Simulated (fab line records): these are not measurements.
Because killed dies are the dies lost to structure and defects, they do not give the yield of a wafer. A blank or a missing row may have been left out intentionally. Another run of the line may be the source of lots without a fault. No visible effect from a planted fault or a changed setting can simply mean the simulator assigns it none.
Matching of chambers ; flow rit cmos ; RIT_GATE_ETCH_19 on rie si-01 has 4 sister chambers
The step etches poly-Si in SF6/CHF3/O2, stops on SiO2, time 165 s, target depth 312.5 nm. 14 wafers are shown with their chamber, then 7 later ones without.

## WAFERS PAIRED WITH THEIR CHAMBERS
wafer;chamber;throttle valve pct (%);run length s (s);oes product au (a.u.)
L510.2;3;10.40;193.2;0.842
L510.3;1;10.47;192.2;0.826
L510.5;2;10.55;193.6;0.843
L512.3;1;10.46;192.6;0.850
L512.4;2;10.56;193.4;0.847
L512.6;0;10.23;193.6;0.858
L516.4;1;10.46;192.6;0.860
L516.5;0;10.22;192.8;0.871
L516.6;1;10.47;192.3;0.854
L522.2;3;10.39;192.7;0.843
L522.3;2;10.54;193.4;0.836
L522.6;2;10.55;193.5;0.838
L526.1;0;10.24;192.8;0.845
L526.3;1;10.47;192.7;0.854

SIGNATURES, as means of the wafers listed above
reading;chamber 0;chamber 1;chamber 2;chamber 3;scatter within a chamber
throttle valve pct;10.2300;10.4660;10.5500;10.3950;0.00755
run length s;193.067;192.480;193.475;192.950;0.277
oes product au;0.85800;0.84880;0.84100;0.84250;0.0106
Rule: distance of a wafer from a chamber = root of the sum over the readings of ((wafer's reading minus chamber's mean) / reading's scatter) squared. The wafer belongs to the nearest chamber; if the next one is less than 2 further off, it can't be placed. The scatter is the square root of a quotient: the sum, over the shown wafers, of each reading's squared deviation from its chamber's mean, divided by wafers minus chambers.

## WAFERS WHOSE CHAMBER IS MISSING
wafer;throttle valve pct (%);run length s (s);oes product au (a.u.)
L526.6;10.57;193.9;0.847
L528.4;10.47;192.3;0.839
L528.5;10.39;192.6;0.849
L528.6;10.54;193.4;0.839
L530.2;10.48;192.8;0.840
L530.3;10.41;192.7;0.839
L530.4;10.56;193.8;0.830

## CHAMBER TAKEN BY EACH
wafer;from the rows above;in truth
L526.6;2;2
L528.4;1;1
L528.5;3;3
L528.6;2;2
L530.2;1;1
L530.3;3;3
L530.4;2;2
Correct placement for 7 of the 7. Not placeable from these rows: 0. Number placed wrongly: 0.
